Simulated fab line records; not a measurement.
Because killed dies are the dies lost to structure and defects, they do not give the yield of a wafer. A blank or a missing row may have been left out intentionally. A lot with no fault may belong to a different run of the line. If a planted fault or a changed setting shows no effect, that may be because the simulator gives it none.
Which of the tools did it? ; flow berkeley cmos170 ; 14 lots, 42 wafers sampled, at 3 steps of a route of 331

## WHAT EACH GAUGE READ, for each wafer
UCB170_ACTIVE_CD_MEAS_13: the cd target is 1200 nm. Usual: cd nm at 1200.3 nm, with a standard deviation of 1.3.
lot;measured;on;cd nm (nm);flag
L194;day 4 03:06;cd sem-01;1199.4 1199.7 1198.9;
L195;day 4 22:52;cd sem-01;1197.5 1198.3 1199.1;
L196;day 4 22:35;cd sem-02;1199.5 1200.2 1199.1;
L198;day 5 05:36;cd sem-01;1201.9 1200.9 1200.2;
L199;day 5 05:31;cd sem-02;1201.6 1200.9 1201.2;
L200;day 5 05:41;cd sem-02;1200.5 1202.1 1202.3;
L205;day 6 13:59;cd sem-02;1201.4 1200.6 1200.4;
L206;day 6 13:55;cd sem-01;1200.7 1199.2 1200.6;
L209;day 7 07:45;cd sem-02;1199.1 1200.2 1198.5;
L210;day 7 07:30;cd sem-01;1201.5 1201.9 1202.0;
L211;day 7 22:08;cd sem-02;1198.8 1199.5 1199.8;
L212;day 7 22:21;cd sem-02;1200.4 1199.7 1200.1;
L215;day 8 15:50;cd sem-01;1200.8 1199.8 1201.9;
L216;day 8 15:35;cd sem-02;1199.6 1198.8 1198.9;

UCB170_PFIELD_OVL_MEAS_06. Usual: PFIELD_OVL typically reads -1 nm, with standard deviation 4.4.
lot;measured;on;PFIELD_OVL (nm);flag
L194;day 4 05:49;overlay-02;-1 -6 -3;
L195;day 5 01:19;overlay-02;6 7 7;
L196;day 5 01:18;overlay-01;-6 -2 0;
L198;day 5 10:13;overlay-02;1 -4 -3;
L199;day 5 11:20;overlay-01;3 2 4;
L200;day 5 11:02;overlay-02;4 5 4;
L205;day 6 16:10;overlay-01;-2 -4 -10;
L206;day 6 15:53;overlay-01;-9 -7 -2;
L209;day 7 10:36;overlay-02;2 -3 1;
L210;day 7 10:28;overlay-01;0 0 3;
L211;day 8 00:19;overlay-02;-6 -6 -2;
L212;day 8 00:37;overlay-01;-6 -5 -6;
L215;day 8 17:34;overlay-02;-1 -2 -8;
L216;day 8 17:19;overlay-01;-3 5 -6;

## WHICH TOOL RAN EACH LOT (tool, then ch and the chambers of the sampled wafers, then the start)
lot;UCB170_ZERO_STRIP_07
L194;plasma asher-03 ch 0,1, day 2 01:05
L195;plasma asher-04 ch 0,1, day 2 06:44
L196;plasma asher-01 ch 0,1, day 2 12:11
L198;plasma asher-01 ch 0,1, day 2 21:22
L199;plasma asher-03 ch 0,1, day 3 02:28
L200;plasma asher-03 ch 0,1, day 3 04:07
L205;plasma asher-04 ch 1, day 4 07:14
L206;plasma asher-04 ch 1, day 4 08:00
L209;plasma asher-01 ch 0,1, day 5 03:36
L210;plasma asher-01 ch 0,1, day 5 05:19
L211;plasma asher-01 ch 0,1, day 5 12:04
L212;plasma asher-01 ch 0,1, day 5 14:39
L215;plasma asher-04 ch 0,1, day 6 08:47
L216;plasma asher-04 ch 0,1, day 6 13:06
- UCB170_ZERO_STRIP_07: strips in O2.

## AS READ BY THE TOOLS THEMSELVES (means over the sampled wafers that have a number; for cases with no such wafer, the mark the record gives instead)
UCB170_ZERO_STRIP_07. Usual: drypump motor current A 5.8 A, standard deviation 0.56; oes product au 0.727 a.u., standard deviation 0.0045; strip time to endpoint s 21.47 s, standard deviation 0.055.
lot;tool;drypump motor current A (A);oes product au (a.u.);strip time to endpoint s (s);flag
L194;plasma asher-03;5.6;0.724;21.47;
L195;plasma asher-04;6.3;0.730;21.42;
L196;plasma asher-01;5.3;0.725;21.50;
L198;plasma asher-01;5.3;0.732;21.49;
L199;plasma asher-03;5.6;0.728;21.47;
L200;plasma asher-03;5.7;0.728;21.48;
L205;plasma asher-04;6.1;0.725;21.48;
L206;plasma asher-04;6.1;0.721;21.48;
L209;plasma asher-01;5.3;0.728;21.50;
L210;plasma asher-01;5.4;0.727;21.42;
L211;plasma asher-01;5.3;0.729;21.53;
L212;plasma asher-01;5.4;0.729;21.45;
L215;plasma asher-04;6.2;0.730;21.41;
L216;plasma asher-04;6.2;0.724;21.46;

## THE ANSWER, worked out from the rows above alone
Rule: a lot counts as off when the mean over its wafers that have a number is more than 3 standard deviations away from the usual mean. A lot without any number at a reading at which 4 lots or more have one is off too. Where the step has rows for the other lots, those lots are counted as sound. The gauges are gone through in route order, then the tools' own readings, and for those a lot's mean is taken as printed above. The first step at which some lot is off is used, and at that step the reading that is off furthest; a lot without a number counts as furthest.
No lot is off on any of the readings shown, so nothing can be concluded from this.

## WHAT THE SIMULATOR PUT IN
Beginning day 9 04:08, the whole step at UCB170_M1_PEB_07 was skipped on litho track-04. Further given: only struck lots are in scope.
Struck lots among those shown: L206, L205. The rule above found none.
